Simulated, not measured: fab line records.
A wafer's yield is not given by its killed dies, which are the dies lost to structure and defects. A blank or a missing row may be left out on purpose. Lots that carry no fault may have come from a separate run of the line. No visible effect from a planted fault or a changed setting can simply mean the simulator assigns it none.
Which of the tools did it? + flow berkeley_cmos170 + 42 wafers from 14 lots sampled at 4 of the route's 331 steps

## WHAT THE GAUGES READ, wafer by wafer
UCB170_PVT_OVL_MEAS_06. Usual: PVT_OVL typically reads 4 nm, with standard deviation 4.8.
| lot  | measured     | on         | PVT_OVL (nm) | flag |
|------|--------------|------------|--------------|------|
| L847 | day 6 04:56  | overlay-02 | 7 1 5        |      |
| L848 | day 7 08:08  | overlay-01 | 5 5 -1       |      |
| L849 | day 7 07:19  | overlay-02 | 1 6 4        |      |
| L851 | day 7 14:25  | overlay-01 | 10 -1 2      |      |
| L862 | day 9 09:19  | overlay-02 | -10 4 -1     |      |
| L863 | day 10 01:43 | overlay-01 | -6 -7 -6     |      |
| L864 | day 10 01:31 | overlay-02 | 1 4 6        |      |
| L866 | day 10 11:18 | overlay-01 | -2 -6 3      |      |
| L867 | day 10 20:40 | overlay-02 | 5 4 11       |      |
| L868 | day 11 08:54 | overlay-01 | 4 7 9        |      |
| L869 | day 11 08:37 | overlay-01 | 9 5 10       |      |
| L870 | day 11 09:10 | overlay-02 | 14 6 10      |      |

UCB170_V1_THK_MEAS_01. Usual: V1_TEOS_THK typically reads 1986 nm, with standard deviation 25.
| lot  | measured     | on            | V1_TEOS_THK (nm) | flag |
|------|--------------|---------------|------------------|------|
| L847 | day 8 07:37  | film_metro-02 | 1987 1983 2007   |      |
| L848 | day 8 22:07  | film_metro-01 | 1949 1977 1986   |      |
| L849 | day 8 20:49  | film_metro-01 | 1973 1962 1989   |      |
| L851 | day 9 08:13  | film_metro-04 | 2021 2011 2004   |      |
| L862 | day 11 06:44 | film_metro-01 | 1950 2003 2004   |      |
| L863 | day 12 01:41 | film_metro-02 | 1990 2041 1999   |      |
| L864 | day 12 01:43 | film_metro-04 | 1976 1977 1972   |      |
| L866 | day 12 09:04 | film_metro-04 | 1975 1955 2005   |      |
| L867 | day 12 17:45 | film_metro-02 | 1990 2015 1975   |      |
| L868 | day 13 03:17 | film_metro-02 | 1982 2026 2022   |      |
| L869 | day 13 03:16 | film_metro-01 | 1965 1975 1995   |      |
| L870 | day 13 01:56 | film_metro-04 | 1938 1996 2011   |      |

UCB170_V2_OVL_MEAS_13. Usual: V2_OVL typically reads -1 nm, with standard deviation 5.3.
| lot  | measured     | on         | V2_OVL (nm) | flag |
|------|--------------|------------|-------------|------|
| L847 | day 8 16:04  | overlay-01 | -5 -2 2     |      |
| L848 | day 9 06:43  | overlay-01 | -4 4 5      |      |
| L849 | day 9 03:41  | overlay-01 | -10 -11 -9  |      |
| L851 | day 9 16:37  | overlay-02 | -5 -4 -4    |      |
| L862 | day 11 17:49 | overlay-01 | 0 3 2       |      |
| L863 | day 12 09:47 | overlay-02 | 7 4 2       |      |
| L864 | day 12 09:58 | overlay-02 | -13 -16 -6  |      |
| L866 | day 12 16:49 | overlay-01 | 5 -1 0      |      |
| L867 | day 13 02:27 | overlay-01 | 7 -1 -2     |      |
| L868 | day 13 10:46 | overlay-01 | 7 -7 8      |      |
| L869 | day 13 11:02 | overlay-01 | 3 7 8       |      |
| L870 | day 13 10:30 | overlay-02 | 3 6 4       |      |

## EACH LOT AND THE TOOL THAT RAN IT (in order: tool; ch and the chambers of the sampled wafers; start)
| lot  | UCB170_ZERO_PEB_04               |
|------|----------------------------------|
| L847 | litho_track-03 ch 0, day 2 00:27 |
| L848 | litho_track-01 ch 0, day 2 02:28 |
| L849 | litho_track-04 ch 0, day 2 04:08 |
| L851 | litho_track-01 ch 0, day 2 22:10 |
| L857 | litho_track-03, day 4 05:10      |
| L858 | litho_track-01, day 4 05:24      |
| L862 | litho_track-01 ch 0, day 4 19:55 |
| L863 | litho_track-01 ch 0, day 5 11:00 |
| L864 | litho_track-01 ch 0, day 5 11:00 |
| L866 | litho_track-04 ch 0, day 5 17:40 |
| L867 | litho_track-03 ch 0, day 6 00:00 |
| L868 | litho_track-03 ch 0, day 6 06:50 |
| L869 | litho_track-03 ch 0, day 6 13:58 |
| L870 | litho_track-01 ch 0, day 6 20:03 |
- UCB170_ZERO_PEB_04

## AS READ BY THE TOOLS THEMSELVES (means over the sampled wafers that have a number; for cases with no such wafer, the mark the record gives instead)
UCB170_ZERO_PEB_04. Usual: chill_plate_temp_C 23.01 C, standard deviation 0.11; exhaust_pa 45.1 Pa, standard deviation 0.85.
| lot  | tool           | chill_plate_temp_C (C) | exhaust_pa (Pa) | flag |
|------|----------------|------------------------|-----------------|------|
| L847 | litho_track-03 | 23.09                  | 44.6            |      |
| L848 | litho_track-01 | 23.11                  | 44.7            |      |
| L849 | litho_track-04 | 23.00                  | 45.3            |      |
| L851 | litho_track-01 | 22.96                  | 45.1            |      |
| L857 | litho_track-03 | -                      | -               | OFF  |
| L858 | litho_track-01 | -                      | -               | OFF  |
| L862 | litho_track-01 | 22.97                  | 44.5            |      |
| L863 | litho_track-01 | 22.92                  | 44.8            |      |
| L864 | litho_track-01 | 22.94                  | 44.1            |      |
| L866 | litho_track-04 | 23.00                  | 45.5            |      |
| L867 | litho_track-03 | 23.04                  | 46.8            |      |
| L868 | litho_track-03 | 22.94                  | 45.3            |      |
| L869 | litho_track-03 | 23.00                  | 43.9            |      |
| L870 | litho_track-01 | 23.08                  | 45.5            |      |

## THE ANSWER, worked out from the rows above alone
Rule: a lot is off if the mean of its wafers that have a number lies more than 3 standard deviations from the usual mean. Also off: a lot with no number at a reading for which 4 or more lots have one. The other lots that the step has rows for count as sound. After the gauges, taken in route order, come the tools' own readings; for these a lot's mean is taken, as printed above. At the first step where some lot is off, the reading lying furthest off is the one used; lots without a number count as furthest.
Off: L857, L858 (UCB170_ZERO_PEB_04, chill_plate_temp_C). Without a number there: L857, L858.
If a tool, at that step or one of the process steps before it, ran each lot that is off and ran no sound lot following the first of them, it fits. Not one of the candidates tried fits.

## WHAT WAS PUT IN BY THE SIMULATOR
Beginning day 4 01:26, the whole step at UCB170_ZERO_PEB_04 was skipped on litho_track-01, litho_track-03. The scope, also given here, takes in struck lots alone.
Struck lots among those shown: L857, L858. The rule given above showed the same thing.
